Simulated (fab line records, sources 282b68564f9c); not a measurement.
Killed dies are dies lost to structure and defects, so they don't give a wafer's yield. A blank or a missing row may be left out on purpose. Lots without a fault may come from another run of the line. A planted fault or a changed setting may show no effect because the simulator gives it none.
Which tool did it? | flow rit_cmos | 7 lots, 21 wafers sampled, at 2 steps of a route of 202

WHAT THE GAUGES READ, wafer by wafer
RIT_NRETRO_TW_MEAS_10.
lot  | measured    | on            | NRETRO_TW
L422 | day 2 13:02 | film_metro-02 | 1035 1033 1034
L424 | day 3 03:38 | film_metro-02 | 1033 1035 1028
L426 | day 3 15:25 | film_metro-04 | 1045 1047 1047
L428 | day 3 23:53 | film_metro-04 | 1301 1303 1306 1301 1303 1310
L430 | day 4 07:54 | film_metro-01 | 1052 1054 1057
L439 | day 6 04:39 | film_metro-04 | 1047 1042 1046
L441 | day 6 13:23 | film_metro-02 | 1032 1037 1034

WHICH TOOL RAN EACH LOT (tool, then ch and the chambers of the sampled wafers, then the start)
lot  | RIT_NRETRO_IMPLANT_08
L422 | implanter-04 ch 0, day 2 12:42
L424 | implanter-04 ch 0, day 3 03:20
L426 | implanter-04 ch 0, day 3 15:07
L428 | implanter-04 ch 0, day 3 23:15
L430 | implanter-02 ch 0, day 4 07:37
L439 | implanter-02 ch 0, day 6 04:20
L441 | implanter-03 ch 0, day 6 13:05
- RIT_NRETRO_IMPLANT_08

THE ANSWER, worked out from the rows above alone
Rule: what is usual is taken from the lots themselves. Put in order of their means at a reading, lots are off if they are a third of the lots or fewer, leave a main group of 4 or more, and stand apart from it by a gap of 3 or more times the standard deviation of the main group's means; of several such gaps the widest counts. A main group whose means are all the same, to the digits that the tables above print for the reading, isn't used. A lot without any number at a reading at which 4 lots or more have one is off too. The other lots that the step has rows for count as sound.
Off: L428, at RIT_NRETRO_TW_MEAS_10 (NRETRO_TW). The main group: mean 1041, standard deviation 8.1.
A tool fits if, at a process step before that reading, it ran every lot that is off, and no sound lot after the first of them. The gauges at RIT_NRETRO_TW_MEAS_10 are tried like those tools. One fits: implanter-04 at RIT_NRETRO_IMPLANT_08. Its last sound lot is L426 (day 3 15:07), its first lot that is off L428 (day 3 23:15): a fault that began between those two fits.

WHAT THE SIMULATOR HAD PUT IN
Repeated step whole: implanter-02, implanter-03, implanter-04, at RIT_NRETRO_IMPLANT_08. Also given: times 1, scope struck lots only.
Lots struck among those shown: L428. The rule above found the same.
